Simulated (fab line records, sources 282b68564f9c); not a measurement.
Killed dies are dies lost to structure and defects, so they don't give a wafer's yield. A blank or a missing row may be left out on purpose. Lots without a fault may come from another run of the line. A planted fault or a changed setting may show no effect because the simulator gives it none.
fab line records | flow rit_cmos
record lots=7 wafers=21 last_day=7
route steps=202 shown PLDD@159 NLDD@160 SILICIDE@161 CONTACT@168 M1@202
lots that met no fault: from a run of the same line without faults
start_h: hours from the record's first day to the start of the lot's first wafer shown | wait_h: hours since the lot's step before | " the same as in the row above | L1.1+2: a row that stands for several wafers | - no value, or no start given | * or withheld: withheld | < > ~ a bound
route shown NAME@n: a module of which the file shows steps, and the number in the route of the first | usual: mean/standard deviation of fault-free wafers | same: alike in all rows | chamber/n: place in a boat | sites: the reading at each site | _std_site: their standard deviation | _edge_site: outer sites' mean less inner sites' | radius_mm: how far each site lies from the wafer's centre | mask NAME#n: copy n | behind: the tool/chamber that last shaped the wafer | hold: why the lot was held/for how many hours/how that ended | device: the transistor (n, p or np) that didn't switch | end of line: the same wafers' tests at the end of the route | a step without rows: its recipe alone | killed: dies lost to structure and defects at the first sort, not the wafer's yield | map: a wafer's dies, x killed, . not, _ none there
set.NAME: the setting as run; set.NAME@STEP: as run at that earlier step | model.NAME: the simulator's own value behind a step, which no gauge read
lots at some steps of the route; a table a step, a row a wafer
services: from which hour (start_h, from the record's first day; less than 0 if before it) a tool's chamber was out of use, for how many hours, and why
## steps
# step RIT_SDANNEAL_RS_MEAS_06
# recipe thk_meas_gauge=four-point-probe
# usual PLDD_RS=178.6/0.68
# columns lot.wafer tool chamber start_h wait_h PLDD_RS[ohm/sq]
L115.3 film_metro-01 - 75.01 0.1 179.0
L115.4 " - " " 178.6
L115.5 " - " " 178.5
L116.2 film_metro-04 - 82.35 0.1 178.8
L116.3 " - " " 179.0
L116.5 " - " " 179.3
L117.2 film_metro-03 - 86.22 0.1 177.9
L117.4 " - " " 178.2
L117.5 " - " " 177.9
L119.2 film_metro-03 - 94.33 0.1 178.4
L119.4 " - " " 178.1
L119.5 " - " " 177.8
L121.1 film_metro-04 - 106.63 0.1 178.7
L121.2 " - " " 179.0
L121.3 " - " " 179.1
L125.3 film_metro-01 - 124.20 0.1 177.1
L125.5 " - " " 177.5
L125.6 " - " " 177.0
L133.4 film_metro-04 - 167.54 0.1 179.5
L133.5 " - " " 179.6
L133.6 " - " " 179.8
# step RIT_SDANNEAL_RS_MEAS_07
# recipe thk_meas_gauge=four-point-probe
# usual NLDD_RS=151.5/0.56
# columns lot.wafer tool chamber start_h wait_h NLDD_RS[ohm/sq]
L115.3 film_metro-01 - 75.13 0.1 150.7
L115.4 " - " " 150.5
L115.5 " - " " 151.2
L116.2 film_metro-04 - 82.47 0.1 151.2
L116.3 " - " " 151.1
L116.5 " - " " 151.3
L117.2 film_metro-03 - 86.34 0.1 151.1
L117.4 " - " " 151.0
L117.5 " - " " 150.7
L119.2 film_metro-03 - 94.45 0.1 151.9
L119.4 " - " " 151.3
L119.5 " - " " 151.1
L121.1 film_metro-04 - 106.75 0.1 152.0
L121.2 " - " " 151.9
L121.3 " - " " 152.0
L125.3 film_metro-01 - 124.32 0.1 152.3
L125.5 " - " " 152.5
L125.6 " - " " 152.2
L133.4 film_metro-04 - 167.66 0.1 151.7
L133.5 " - " " 151.9
L133.6 " - " " 151.9
# step RIT_SILICIDE_WET_ETCH_00
# recipe chemistry=BOE target=SiO2 target_depth_nm=14 time_s=15 dry=n2_spin dilution=10:1 temp_c=21.5
# step RIT_SILICIDE_SPUTTER_01
# recipe material=Ti target_thk_nm=30 power_w=350 chamber_pressure_pa=0.667 gas=Ar time_s=240 substrate_temp_c=25
# usual cathode_dc_power_W=350.00/0.064 throttle_valve_pct=29.7/0.87
# columns lot.wafer tool chamber start_h wait_h cathode_dc_power_W throttle_valve_pct
L115.3 pvd_sputter-04 - 75.22 0.0 350.10 29.1
L115.4 " - " " 349.92 31.6
L115.5 " - " " 350.00 31.0
L116.2 pvd_sputter-03 - 82.58 0.0 350.05 29.2
L116.3 " - " " 350.08 28.9
L116.5 " - " " 349.99 29.2
L117.2 pvd_sputter-04 - 86.46 0.0 349.98 30.1
L117.4 " - " " 349.98 31.0
L117.5 " - " " 350.00 30.1
L119.2 pvd_sputter-01 - 94.57 0.0 350.00 29.8
L119.4 " - " " 349.98 28.2
L119.5 " - " " 350.14 30.8
L121.1 pvd_sputter-04 - 106.89 0.0 350.00 30.3
L121.2 " - " " 349.97 30.9
L121.3 " - " " 350.03 31.4
L125.3 pvd_sputter-03 - 124.41 0.0 350.01 29.7
L125.5 " - " " 350.05 30.8
L125.6 " - " " 349.87 29.1
L133.4 pvd_sputter-03 - 167.73 0.0 349.93 30.9
L133.5 " - " " 349.91 29.0
L133.6 " - " " 349.98 29.5
# step RIT_SILICIDE_RS_MEAS_02
# recipe thk_meas_gauge=four-point-probe reads=Ti_of_SILICIDE_SPUTTER_01
# usual SILICIDE_TI_RS=48.1/0.68
# columns lot.wafer tool chamber start_h wait_h SILICIDE_TI_RS[ohm/sq]
L115.3 film_metro-02 - 75.41 0.1 47.6
L115.4 " - " " 47.2
L115.5 " - " " 47.8
L116.2 film_metro-02 - 82.75 0.1 48.8
L116.3 " - " " 48.2
L116.5 " - " " 48.9
L117.2 film_metro-02 - 86.63 0.1 48.4
L117.4 " - " " 49.3
L117.5 " - " " 48.1
L119.2 film_metro-04 - 94.74 0.1 47.9
L119.4 " - " " 48.1
L119.5 " - " " 48.3
L121.1 film_metro-02 - 107.04 0.1 47.8
L121.2 " - " " 48.8
L121.3 " - " " 47.8
L125.3 film_metro-04 - 124.60 0.1 48.7
L125.5 " - " " 48.1
L125.6 " - " " 48.2
L133.4 film_metro-03 - 167.94 0.1 47.1
L133.5 " - " " 46.9
L133.6 " - " " 48.2
# step RIT_SILICIDE_THK_MEAS_03
# recipe thk_meas_gauge=xrf reads=Ti_of_SILICIDE_SPUTTER_01
# usual SILICIDE_TI_THK=29.1/0.34
# columns lot.wafer tool chamber start_h wait_h SILICIDE_TI_THK[nm]
L115.3 film_metro-02 - 75.51 0.1 29.4
L115.4 " - " " 29.5
L115.5 " - " " 29.4
L116.2 film_metro-02 - 82.86 0.1 28.8
L116.3 " - " " 29.2
L116.5 " - " " 28.8
L117.2 film_metro-02 - 86.74 0.1 29.0
L117.4 " - " " 28.6
L117.5 " - " " 29.1
L119.2 film_metro-04 - 94.85 0.1 29.1
L119.4 " - " " 28.9
L119.5 " - " " 28.9
L121.1 film_metro-02 - 107.16 0.1 29.4
L121.2 " - " " 28.9
L121.3 " - " " 29.3
L125.3 film_metro-04 - 124.70 0.1 28.6
L125.5 " - " " 29.0
L125.6 " - " " 29.0
L133.4 film_metro-03 - 168.03 0.1 29.5
L133.5 " - " " 29.7
L133.6 " - " " 29.0
# step RIT_SILICIDE_RTA_04
# recipe temp_c=650 time_s=10 idle_temp_c=25 ramp_up_s=5 ramp_down_s=5 cool_to_c=25 ambient=N2
# usual wafer_temp_C_max=652.8/0.79
# columns lot.wafer tool chamber start_h wait_h wafer_temp_C_max
L115.3 rtp_anneal-01 0 75.57 0.1 651.7
L115.4 " 0 " " 653.6
L115.5 " 0 " " 652.7
L116.2 rtp_anneal-02 0 82.92 0.1 654.4
L116.3 " 0 " " 651.9
L116.5 " 0 " " 653.8
L117.2 rtp_anneal-01 0 86.80 0.1 652.5
L117.4 " 0 " " 652.9
L117.5 " 0 " " 652.9
L119.2 rtp_anneal-01 0 94.91 0.1 652.6
L119.4 " 0 " " 652.0
L119.5 " 0 " " 652.0
L121.1 rtp_anneal-01 0 107.22 0.1 653.1
L121.2 " 0 " " 652.3
L121.3 " 0 " " 653.1
L125.3 rtp_anneal-01 0 124.76 0.1 652.0
L125.5 " 0 " " 651.7
L125.6 " 0 " " 652.2
L133.4 rtp_anneal-01 0 168.09 0.1 651.8
L133.5 " 0 " " 651.5
L133.6 " 0 " " 652.4
# step RIT_SILICIDE_WET_ETCH_05
# recipe chemistry=SPM target=Ti temp_c=90 time_s=120 dry=n2_spin
# step RIT_SILICIDE_RTA_06
# recipe temp_c=750 time_s=10 idle_temp_c=25 ramp_up_s=5 ramp_down_s=10 cool_to_c=25 ambient=N2
# usual wafer_temp_C_max=753.4/0.81
# columns lot.wafer tool chamber start_h wait_h wafer_temp_C_max
L115.3 rtp_anneal-02 0 75.68 0.0 754.0
L115.4 " 0 " " 754.0
L115.5 " 0 " " 753.1
L116.2 rtp_anneal-01 0 83.03 0.0 753.9
L116.3 " 0 " " 753.5
L116.5 " 0 " " 753.1
L117.2 rtp_anneal-02 0 86.91 0.0 755.5
L117.4 " 0 " " 754.2
L117.5 " 0 " " 754.8
L119.2 rtp_anneal-02 0 95.02 0.0 753.3
L119.4 " 0 " " 753.3
L119.5 " 0 " " 753.6
L121.1 rtp_anneal-02 0 107.32 0.0 753.8
L121.2 " 0 " " 754.4
L121.3 " 0 " " 754.1
L125.3 rtp_anneal-02 0 124.87 0.0 754.3
L125.5 " 0 " " 754.0
L125.6 " 0 " " 753.7
L133.4 rtp_anneal-02 0 168.20 0.0 754.6
L133.5 " 0 " " 753.5
L133.6 " 0 " " 753.8
# step RIT_CONTACT_CVD_00
# recipe material=SiO2 target_thk_nm=400 precursor=TEOS temp_c=390 time_s=61 rf_w=400
# usual heater_power_w=319/61
# columns lot.wafer tool chamber start_h wait_h heater_power_w
L115.3 pecvd-04 1 75.72 0.0 380
L115.4 " 1 " " 382
L115.5 " 2 " " 332
L116.2 pecvd-01 0 83.09 0.0 342
L116.3 " 2 " " 294
L116.5 " 1 " " 295
L117.2 pecvd-02 2 86.96 0.0 283
L117.4 " 2 " " 293
L117.5 " 1 " " 377
L119.2 pecvd-02 2 95.07 0.0 267
L119.4 " 1 " " 356
L119.5 " 0 " " 238
L121.1 pecvd-02 1 107.39 0.1 366
L121.2 " 2 " " 220
L121.3 " 0 " " 234
L125.3 pecvd-04 2 124.92 0.0 294
L125.5 " 0 " " 319
L125.6 " 2 " " 318
L133.4 pecvd-01 1 168.26 0.0 300
L133.5 " 2 " " 232
L133.6 " 0 " " 354
# step RIT_CONTACT_THK_MEAS_01
# recipe reads=SiO2_of_CONTACT_CVD_00
# usual CONTACT_TEOS_THK=398/5.5
# columns lot.wafer tool chamber start_h wait_h CONTACT_TEOS_THK[nm]
L115.3 film_metro-04 - 75.79 0.0 398
L115.4 " - " " 403
L115.5 " - " " 404
L116.2 film_metro-01 - 83.15 0.0 391
L116.3 " - " " 403
L116.5 " - " " 402
L117.2 film_metro-04 - 87.02 0.0 400
L117.4 " - " " 409
L117.5 " - " " 407
L119.2 film_metro-02 - 95.13 0.0 401
L119.4 " - " " 402
L119.5 " - " " 401
L121.1 film_metro-01 - 107.44 0.0 389
L121.2 " - " " 395
L121.3 " - " " 393
L125.3 film_metro-01 - 124.99 0.0 403
L125.5 " - " " 403
L125.6 " - " " 401
L133.4 film_metro-02 - 168.32 0.0 396
L133.5 " - " " 405
L133.6 " - " " 392
# step RIT_CONTACT_HMDS_02
# recipe prime_time_s=60 prime_temp_c=140
# step RIT_CONTACT_COAT_03
# recipe resist=NOVOLAK spin_rpm=3250 resist_thk_nm=1000
# usual spin_speed_rpm=3249.9/2.3
# columns lot.wafer tool chamber start_h wait_h spin_speed_rpm model.NOVOLAK_of_CONTACT_COAT_03.thk_nm
L115.3 litho_track-02 0 76.03 0.1 3251.6 1003
L115.4 " 0 " " 3250.0 1001
L115.5 " 0 " " 3253.3 1003
L116.2 litho_track-02 0 83.37 0.1 3768.5 930
L116.3 " 0 " " 3772.1 928.8
L116.5 " 0 " " 3771.4 927.2
L117.2 litho_track-02 0 87.25 0.1 3767.0 928.4
L117.4 " 0 " " 3771.0 927.2
L117.5 " 0 " " 3769.8 926.7
L119.2 litho_track-04 0 95.36 0.1 3249.3 998.4
L119.4 " 0 " " 3253.5 1000
L119.5 " 0 " " 3248.6 995.3
L121.1 litho_track-02 0 107.65 0.1 3771.2 928.7
L121.2 " 0 " " 3766.0 928.9
L121.3 " 0 " " 3769.5 929.6
L125.3 litho_track-03 0 125.23 0.1 3248.9 997.5
L125.5 " 0 " " 3250.4 997.5
L125.6 " 0 " " 3250.1 1004
L133.4 litho_track-03 0 168.57 0.1 3249.1 997.6
L133.5 " 0 " " 3247.3 1000
L133.6 " 0 " " 3247.6 999.4
# step RIT_CONTACT_SOFTBAKE_04
# recipe resist=NOVOLAK temp_c=90 time_s=60
# step RIT_CONTACT_EXPOSE_05
# recipe mask_id=M11 na=0.6 source_shape=conventional sigma_outer=0.5 target_cd_nm=1000 dose_mj=250
# step RIT_CONTACT_PEB_06
# recipe resist=NOVOLAK temp_c=withheld time_s=withheld
# step RIT_CONTACT_DEVELOP_07
# recipe resist=NOVOLAK develop_time_s=120 dev_temp_c=23
# step RIT_CONTACT_CD_MEAS_08
# recipe target_cd_nm=1000
# usual cd_nm=999.9/2.4
# columns lot.wafer tool chamber start_h wait_h cd_nm
L115.3 cd_sem-02 - 76.96 - 995.9
L115.4 " - " " 994.2
L115.5 " - " " 996.4
L116.2 cd_sem-02 - 84.19 - 1007.8
L116.3 " - " " 1007.5
L116.5 " - " " 1004.8
L117.2 cd_sem-02 - 88.18 - 1009.9
L117.4 " - " " 1010.1
L117.5 " - " " 1008.4
L119.2 cd_sem-02 - 96.17 - 997.1
L119.4 " - " " 997.5
L119.5 " - " " 998.4
L121.1 cd_sem-02 - 108.47 - 1003.5
L121.2 " - " " 1003.9
L121.3 " - " " 1003.0
L125.3 cd_sem-02 - 126.16 - 1002.1
L125.5 " - " " 1003.1
L125.6 " - " " 999.5
L133.4 cd_sem-01 - 169.50 - 1000.8
L133.5 " - " " 1001.0
L133.6 " - " " 998.0
# step RIT_CONTACT_OVL_MEAS_09
# usual CONTACT_OVL=0.2/1.4
# columns lot.wafer tool chamber start_h wait_h CONTACT_OVL[nm]
L115.3 overlay-02 - 77.06 0.1 1.4
L115.4 " - " " 2.4
L115.5 " - " " 0.3
L116.2 overlay-01 - 84.29 0.1 0.0
L116.3 " - " " -1.2
L116.5 " - " " -1.6
L117.2 overlay-01 - 88.29 0.1 -0.2
L117.4 " - " " -0.2
L117.5 " - " " 0.5
L119.2 overlay-02 - 96.28 0.1 3.6
L119.4 " - " " 2.3
L119.5 " - " " 1.8
L121.1 overlay-02 - 108.59 0.1 1.5
L121.2 " - " " -0.9
L121.3 " - " " 1.6
L125.3 overlay-02 - 126.25 0.1 0.5
L125.5 " - " " 0.7
L125.6 " - " " -1.1
L133.4 overlay-01 - 169.58 0.1 0.8
L133.5 " - " " 0.0
L133.6 " - " " 2.9
# step RIT_CONTACT_HARDBAKE_10
# recipe resist=NOVOLAK temp_c=140 time_s=60
# step RIT_CONTACT_ETCH_11
# recipe target_depth_a=4800 over_etch_frac=0.2 stop_on=TiSi2 chemistry=CHF3/CF4/Ar target=SiO2 CHF3_flow_sccm=50 cf4_flow_sccm=10 Ar_flow_sccm=100 O2_flow_sccm=5 pressure_mtorr=100 rf_w=200 time_s=320
# usual drypump_motor_current_A=5.7/0.35 oes_product_au=0.987/0.017 throttle_valve_pct=8.91/0.1
# columns lot.wafer tool chamber start_h wait_h drypump_motor_current_A oes_product_au rf_hours_counter_h throttle_valve_pct model.NOVOLAK_of_CONTACT_COAT_03.thk_nm model.CONTACT.cd_nm
L115.3 rie_diel-01 3 77.23 0.1 5.5 0.981 121 8.81 767.1 996
L115.4 " 3 " " 5.5 0.980 - 8.80 766.9 994.1
L115.5 " 1 " " 6.2 0.996 - 8.93 766.3 995.8
L116.2 rie_diel-01 3 84.47 0.1 5.5 0.975 121 8.83 704.4 1008
L116.3 " 0 " " 6.0 0.966 2 8.97 704.3 1007
L116.5 " 1 " " 6.2 0.991 - 8.92 701.7 1005
L117.2 rie_diel-02 3 88.47 0.1 5.6 0.995 33 8.64 707.7 1010
L117.4 " 2 " " 5.9 1.010 88 8.84 703.9 1010
L117.5 " 1 " " 5.3 0.972 - 8.95 703.4 1009
L119.2 rie_diel-03 3 96.46 0.1 5.2 0.991 107 8.88 766 996.9
L119.4 " 2 " " 5.4 0.972 - 8.91 768.3 997.5
L119.5 " 3 " " 5.2 0.990 - 8.87 763 998.5
L121.1 rie_diel-02 2 108.79 0.1 5.9 1.004 88 8.86 706.5 1003
L121.2 " 3 " " 5.7 0.999 34 8.65 708.1 1003
L121.3 " 1 " " 5.3 0.971 97 8.96 706.1 1003
L125.3 rie_diel-01 2 126.42 0.1 6.0 0.978 107 8.99 765.7 1001
L125.5 " 3 " " 5.5 0.980 - 8.81 761.5 1003
L125.6 " 0 " " 6.0 0.965 - 8.98 770.2 999.5
L133.4 rie_diel-03 0 169.74 0.1 5.9 0.958 43 8.86 763.5 1001
L133.5 " 1 " " 6.0 1.004 - 9.06 769.2 1001
L133.6 " 2 " " 5.4 0.990 - 8.92 766.6 997.8
# step RIT_CONTACT_STRIP_12
# recipe chemistry=O2 time_s=180 resist=NOVOLAK platen_temp_c=withheld power_w=500 pressure_mtorr=4000 o2_flow_sccm=4000
# usual drypump_motor_current_A=5.7/0.34
# columns lot.wafer tool chamber start_h wait_h drypump_motor_current_A rf_hours_counter_h
L115.3 plasma_asher-02 0 77.48 0.2 6.2 -
L115.4 " 1 " " 6.0 -
L115.5 " 1 " " 6.0 -
L116.2 plasma_asher-03 0 84.67 0.1 5.2 45
L116.3 " 0 " " 5.2 -
L116.5 " 0 " " 5.2 -
L117.2 plasma_asher-04 0 88.66 0.1 5.9 47
L117.4 " 1 " " 5.5 -
L117.5 " 1 " " 5.5 -
L119.2 plasma_asher-04 1 96.65 0.1 5.5 47
L119.4 " 1 " " 5.5 -
L119.5 " 1 " " 5.5 -
L121.1 plasma_asher-04 1 108.98 0.1 5.5 49
L121.2 " 0 " " 5.9 49
L121.3 " 0 " " 5.9 -
L125.3 plasma_asher-02 0 126.68 0.2 6.2 -
L125.5 " 1 " " 6.0 -
L125.6 " 0 " " 6.2 -
L133.4 plasma_asher-03 1 170.00 0.2 5.4 -
L133.5 " 1 " " 5.4 -
L133.6 " 0 " " 5.3 -
# step RIT_M1_PROBE_99
# usual killed_at_contacts=0.0/0.22 killed_at_front_end=7/3 killed_dies=7/3.1 killed_open=3.4/2.1 killed_short=3.2/1.9
# same gross_dies=264 killed_at_M0_to_M3=0 killed_at_M4_up=0 killed_at_back_side=0 killed_at_other=0
# columns lot.wafer tool chamber start_h wait_h killed_at_contacts killed_at_front_end killed_dies killed_open killed_short
L115.3 prober-01 - 82.22 0.2 0 6 6 3 3
L115.4 prober-01 - 82.27 0.2 0 4 4 3 1
L115.5 prober-01 - 82.32 0.2 0 3 3 1 2
# killed by level:class
L115.3 GATE:geometric_particle:short=2 FOX1:geometric_particle:short=1 FOX1:geometric_particle:open=1 FOX2:geometric_particle:open=1 REOX:geometric_particle:open=1
L115.4 FOX1:geometric_particle:open=1 GATE:geometric_particle:open=1 GATE:geometric_particle:short=1 SILICIDE:geometric_particle:open=1
L115.5 GATE:geometric_particle:open=1 GATE:geometric_particle:short=1 REOX:geometric_particle:short=1
## services
# columns tool chamber start_h hours kind
pecvd-01 1 51.81 20.8 repair
plasma_asher-04 - 71.49 0.9 repair
rie_diel-03 0 76.05 35.9 repair
pecvd-01 - 76.58 0.3 repair
pecvd-01 - 91.22 28.1 pm
rie_diel-01 1 93.58 - clean
rie_diel-01 1 93.58 25.0 scheduled_down
rie_diel-01 1 93.58 25.0 vent_cycle
rtp_anneal-01 - 101.77 5.2 pm
pvd_sputter-01 - 107.00 1.3 repair
pecvd-04 1 108.19 - calibration
pvd_sputter-04 - 112.74 13.6 repair
plasma_asher-03 - 114.87 0.8 repair
pvd_sputter-04 - 116.17 2.6 repair
rie_diel-01 - 126.74 0.5 repair
rie_diel-03 1 134.59 11.6 repair
rie_diel-03 0 136.83 10.5 repair
pecvd-01 - 144.52 0.8 repair
rie_diel-03 3 146.33 6.7 repair
plasma_asher-02 - 153.84 2.0 repair
## key
first_sign step=RIT_CONTACT_COAT_03 reading=spin_speed_rpm direction=up sigmas=99+ usual=3249.9 struck=3769.6
effect step=RIT_CONTACT_CD_MEAS_08 reading=cd_nm direction=up sigmas=2.7 usual=999.9 struck=1006.5
model_effect step=RIT_CONTACT_COAT_03 value=NOVOLAK_of_CONTACT_COAT_03.thk_nm without=1000 struck=928.4
model_effect step=RIT_CONTACT_ETCH_11 value=NOVOLAK_of_CONTACT_COAT_03.thk_nm without=767.8 struck=705.1
met_at RIT_CONTACT_COAT_03
struck_wafers L116.2,L116.3,L116.5,L117.2,L117.4,L117.5,L121.1,L121.2,L121.3
tester_left_out L116,L117,L121
onset_between 76.03 83.37
fault kind=process_parameter_drift tool=litho_track-02 chamber=- onset_h=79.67 steps=RIT_CONTACT_COAT_03 channel=spin_rpm offset=520.37 shape=step end_h=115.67 acts_in=these_recipes_only stated=3250
# tester_left_out: of these lots the tester's yield and bins aren't shown, on N5 and GAA mostly nor the transistor test; their killed dies are dies lost to structure and defects alone, not to doping, threshold or leakage, so they don't give the yield
